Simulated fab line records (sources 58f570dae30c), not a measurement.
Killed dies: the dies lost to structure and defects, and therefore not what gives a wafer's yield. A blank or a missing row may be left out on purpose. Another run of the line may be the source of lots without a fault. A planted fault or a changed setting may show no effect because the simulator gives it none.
Split-lot study | flow berkeley_cmos170 | on a route of 331 steps: 5 lots, 23 wafers read

THE SPLIT
At UCB170_BACKSIDE_STRIP_03 (strips in O2), the setting power_w was moved away from the recipe's 400 W on 7 of the 23 wafers read, by -10.8% to +10.8%. This setting was run at the recipe's value on the other wafers.

The split's own step is where the reading is taken.

THE READING
oes_product_au, in a.u., at UCB170_BACKSIDE_STRIP_03 (strips in O2). Fault-free wafers of this fab line usually give 0.735 a.u., standard deviation 0.0041 a.u.

wafer  | tool, chamber at the split | power_w as run, W | against the recipe | oes_product_au, a.u. | against lot-mates on the recipe
L074.1 | plasma_asher-01, 1         | 356.7             | -10.8%             | 0.692                | -0.039
L074.2 | plasma_asher-01, 0         | 400               | recipe             | 0.730                | -
L074.3 | plasma_asher-01, 1         | 400               | recipe             | 0.731                | -
L074.4 | plasma_asher-01, 0         | 356.7             | -10.8%             | 0.695                | -0.036
L074.5 | plasma_asher-01, 0         | 400               | recipe             | 0.733                | -
L078.2 | plasma_asher-01, 0         | 400               | recipe             | 0.738                | -
L078.3 | plasma_asher-01, 1         | 400               | recipe             | 0.734                | -
L078.4 | plasma_asher-01, 0         | 400               | recipe             | 0.727                | -
L078.5 | plasma_asher-01, 1         | 400               | recipe             | 0.727                | -
L078.6 | plasma_asher-01, 0         | 400               | recipe             | 0.742                | -
L082.1 | plasma_asher-02, 0         | 400               | recipe             | 0.732                | -
L082.2 | plasma_asher-02, 1         | 432               | +8.0%              | 0.773                | +0.038
L082.3 | plasma_asher-02, 1         | 400               | recipe             | 0.739                | -
L082.5 | plasma_asher-02, 1         | 432               | +8.0%              | 0.765                | +0.030
L082.6 | plasma_asher-02, 0         | 400               | recipe             | 0.733                | -
L083.1 | plasma_asher-03, 0         | 443.3             | +10.8%             | 0.772                | +0.042
L083.2 | plasma_asher-03, 1         | 443.3             | +10.8%             | 0.786                | +0.056
L083.4 | plasma_asher-03, 0         | 400               | recipe             | 0.732                | -
L083.5 | plasma_asher-03, 1         | 400               | recipe             | 0.727                | -
L083.6 | plasma_asher-03, 0         | 443.3             | +10.8%             | 0.777                | +0.047
L084.2 | plasma_asher-01, 0         | 400               | recipe             | 0.735                | -
L084.4 | plasma_asher-01, 0         | 400               | recipe             | 0.736                | -
L084.5 | plasma_asher-01, 1         | 400               | recipe             | 0.738                | -

FIT RESULTS
A straight line over all 23 wafers: oes_product_au changes by +0.00402 a.u. for each +1% of power_w; r = +0.98; the points scatter about the line by 0.0048 a.u.
The same after taking each lot's own level away (the mean of its wafers on the recipe; 23 wafers): +0.00409 a.u. for each +1%; r = +0.98; scatter 0.0048 a.u.
According to that fit, moving power_w by its largest amount changes the reading by 0.044 a.u.
Across the lots, their own levels run from 0.7295 to 0.7363 a.u., a range of 1.7 times the standard deviation given above.
So the lot-to-lot level changes the slope little: the two slopes agree.
Check: with one of the wafers moved furthest among these (-10.8%) left out of the fit, the line predicts -0.0442 a.u. for it against its lot-mates. It came out at -0.0393 a.u. against them.
Tool readings at the split's step, against how far the setting was moved: oes_product_au r = +0.98; strip_time_to_endpoint_s r = -0.99.

THE OTHER SPLITS THESE WAFERS WENT THROUGH
Before the reading, these wafers also passed through other splits. Each is held against what the fit with the lots' levels taken away leaves over:
other split on the same wafers    | wafers away from the commonest value | r with oes_product_au (lot level and that fit taken away)
UCB170_ACTIVE_CVD_05 temp_c       | 5                                    | -0.08
UCB170_PVT_COAT_01 resist_thk_nm  | 9                                    | -0.13
UCB170_PVT_DEVELOP_05 dev_temp_c  | 5                                    | +0.26
UCB170_NLDD_COAT_01 spin_rpm      | 8                                    | +0.08
UCB170_NLDD_IMPLANT_09 energy_kev | 8                                    | -0.04
UCB170_PSD_PEB_04 peb_temp_c      | 6                                    | +0.03
UCB170_PSD_IMPLANT_08 energy_kev  | 5                                    | +0.20
UCB170_NSD_IMPLANT_08 dose_cm2    | 7                                    | -0.25

THE WHOLE CHAIN: every reading that the file lists as answering this split, in the file's order
step                     | what it does | reading                  | change (the file's fit)                   | r (the file's)
UCB170_BACKSIDE_STRIP_03 | strips in O2 | oes_product_au           | +0.00406 a.u. for each +1% of the setting | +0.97
UCB170_BACKSIDE_STRIP_03 | strips in O2 | strip_time_to_endpoint_s | withheld for each +1% of the setting      | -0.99

FILE'S OWN FIT
oes_product_au changes by +0.00406 a.u. for each +1% of power_w, r = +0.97.
